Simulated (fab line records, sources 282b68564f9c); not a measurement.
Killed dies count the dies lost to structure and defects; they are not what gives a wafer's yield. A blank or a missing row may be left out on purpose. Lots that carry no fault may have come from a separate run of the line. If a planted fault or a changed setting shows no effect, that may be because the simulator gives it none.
Lot-split experiment	flow ritCmos	23 wafers read from 5 lots, route of 202 steps

THE SPLIT
At RIT_SILICIDE_SPUTTER_01 (material Ti, target thk 30 nm, time 240 s), the setting timeS was moved away from the recipe's 240 s on 8 of the 23 wafers read, by -5.6% to +6.0%. This setting was run at the recipe's value on the other wafers.

FROM THE SPLIT TO THE READING: what the file shows between them, 1 step
- RIT_SILICIDE_RS_MEAS_02: measures by four-point-probe

THE READING
SILICIDE_TI_THK, in nm, at RIT_SILICIDE_THK_MEAS_03 (measures by xrf). Typical for fault-free wafers on this fab line: 30.2 nm, with standard deviation 0.45 nm.

wafer	tool, chamber at the split	timeS as run, s	against the recipe	SILICIDE_TI_THK, nm	against lot-mates on the recipe
L075.1	pvdSputter-01, -	240	recipe	30.2	-
L075.2	pvdSputter-01, -	226.6	-5.6%	28.2	-2.0
L075.4	pvdSputter-01, -	226.6	-5.6%	28.2	-2.0
L075.5	pvdSputter-01, -	240	recipe	30.5	-
L075.6	pvdSputter-01, -	240	recipe	29.9	-
L076.1	pvdSputter-02, -	240	recipe	30.8	-
L076.2	pvdSputter-02, -	226.8	-5.5%	29.3	-1.4
L076.3	pvdSputter-02, -	240	recipe	30.6	-
L076.4	pvdSputter-02, -	226.8	-5.5%	29.1	-1.6
L076.6	pvdSputter-02, -	226.8	-5.5%	29.4	-1.3
L078.3	pvdSputter-04, -	240	recipe	30.2	-
L078.4	pvdSputter-04, -	240	recipe	30.2	-
L078.5	pvdSputter-04, -	240	recipe	29.7	-
L079.1	pvdSputter-01, -	240	recipe	29.5	-
L079.2	pvdSputter-01, -	240	recipe	29.3	-
L079.3	pvdSputter-01, -	240	recipe	29.4	-
L079.4	pvdSputter-01, -	240	recipe	29.7	-
L079.5	pvdSputter-01, -	240	recipe	29.7	-
L080.1	pvdSputter-04, -	254.3	+6.0%	32.1	+1.9
L080.2	pvdSputter-04, -	240	recipe	30.3	-
L080.3	pvdSputter-04, -	254.3	+6.0%	32.0	+1.8
L080.4	pvdSputter-04, -	254.3	+6.0%	32.3	+2.1
L080.5	pvdSputter-04, -	240	recipe	30.1	-

THE FIT
A straight line over all 23 wafers: SILICIDE_TI_THK changes by +0.277 nm for each +1% of timeS; r = +0.89; the points scatter about the line by 0.49 nm.
The same after taking each lot's own level away (the mean of its wafers on the recipe; 23 wafers): +0.311 nm for each +1%; r = +0.98; scatter 0.22 nm.
On that fit, the largest move of timeS shifts the reading by 1.9 nm.
From 29.52 to 30.70 nm: that is the span of the lots' own levels, equal to 2.6 times the standard deviation above.
So the slope is not independent of the lot-to-lot level: the two fits are not the same.
Check: +1.87 nm against its lot-mates is what the line predicts for one of the wafers moved furthest among these (+6.0%) when that wafer is left out of the fit. It came out at +1.9 nm against them.

THE OTHER SPLITS THESE WAFERS WENT THROUGH
These wafers also went through other splits before the reading. Each is held against what the fit with the lots' levels taken away leaves over:
other split on the same wafers	wafers away from the commonest value	r with SILICIDE_TI_THK (lot level and that fit taken away)
RIT_SPACER_CVD_03 tempC	10	+0.07
RIT_NSD_IMPLANT_08 energyKev	4	-0.36
RIT_PSD_IMPLANT_08 doseCm2	5	+0.25

THE WHOLE CHAIN: every reading that the file lists as answering this split, in the file's order
step	what it does	reading	change (the file's fit)	r (the file's)
RIT_SILICIDE_SPUTTER_01	material Ti, target thk 30 nm, time 240 s	Ti_of_SILICIDE_SPUTTER_01.thkNm (the simulator's own value, which no gauge read)	+0.318 nm for each +1% of the setting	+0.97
RIT_SILICIDE_RS_MEAS_02	measures by four-point-probe	SILICIDE_TI_RS	-0.637 for each +1% of the setting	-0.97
RIT_SILICIDE_THK_MEAS_03	measures by xrf	SILICIDE_TI_THK	+0.316 for each +1% of the setting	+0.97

FILE'S OWN FIT
SILICIDE_TI_THK changes by +0.316 nm for each +1% of timeS, r = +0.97.
